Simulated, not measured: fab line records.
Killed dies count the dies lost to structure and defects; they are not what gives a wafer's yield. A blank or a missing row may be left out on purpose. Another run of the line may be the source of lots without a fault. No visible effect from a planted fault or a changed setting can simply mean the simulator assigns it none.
Which tool did it? ; flow ritCmos ; 13 lots, 39 wafers sampled, at 1 step of a route of 202

== WHAT THE GAUGES SHOWED, per wafer ==
No reading from a measuring or inspecting step in the record can be judged against a usual standard deviation.

== WHICH TOOL RAN EACH LOT (tool, then ch and the chambers of the sampled wafers, then the start) ==
lot;RIT_NSD_EXPOSE_03
L963;ilineStepper-02 ch 0, day 3 10:00
L964;ilineStepper-02 ch 0, day 3 23:00
L967;ilineStepper-02 ch 0, day 4 18:06
L970;ilineStepper-02 ch 0, day 5 18:17
L971;ilineStepper-01 ch 0, day 5 18:44
L973;ilineStepper-01 ch 0, day 5 23:13
L972;ilineStepper-02 ch 0, day 6 03:04
L974;ilineStepper-01 ch 0, day 6 03:18
L976;ilineStepper-01 ch 0, day 6 09:02
L982;ilineStepper-02 ch 0, day 7 01:58
L983;ilineStepper-02 ch 0, day 7 09:52
L984;ilineStepper-01 ch 0, day 7 12:16
L986;ilineStepper-01 ch 0, day 7 23:30
- RIT_NSD_EXPOSE_03: exposes mask M9, target cd 40700 nm.

== AS READ BY THE TOOLS THEMSELVES (means over the sampled wafers that have a number; for cases with no such wafer, the mark the record gives instead) ==
RIT_NSD_EXPOSE_03. Usual: stageVelMmS 500.04 mm/s, standard deviation 0.28.
lot;tool;stageVelMmS (mm/s);flag
L963;ilineStepper-02;499.62;
L964;ilineStepper-02;500.18;
L967;ilineStepper-02;500.22;
L970;ilineStepper-02;500.29;
L971;ilineStepper-01;500.29;
L973;ilineStepper-01;499.96;
L972;ilineStepper-02;499.92;
L974;ilineStepper-01;499.70;
L976;ilineStepper-01;500.38;
L982;ilineStepper-02;499.93;
L983;ilineStepper-02;500.17;
L984;ilineStepper-01;499.83;
L986;ilineStepper-01;499.84;

== THE ANSWER, worked out from the rows above alone ==
Rule: lot off if the mean of its wafers having a number is beyond 3 standard deviations from the usual mean. A lot without any number at a reading at which 4 lots or more have one is off too. Where the step has rows for the other lots, those lots are counted as sound. Order of review: gauges by route order, followed by the tools' own readings, for which a lot's mean as printed above is used. At the first step where some lot is off, the reading lying furthest off is the one used; lots without a number count as furthest.
Nothing can be told from this: no lot is off at any reading shown.

== WHAT THE SIMULATOR PUT IN ==
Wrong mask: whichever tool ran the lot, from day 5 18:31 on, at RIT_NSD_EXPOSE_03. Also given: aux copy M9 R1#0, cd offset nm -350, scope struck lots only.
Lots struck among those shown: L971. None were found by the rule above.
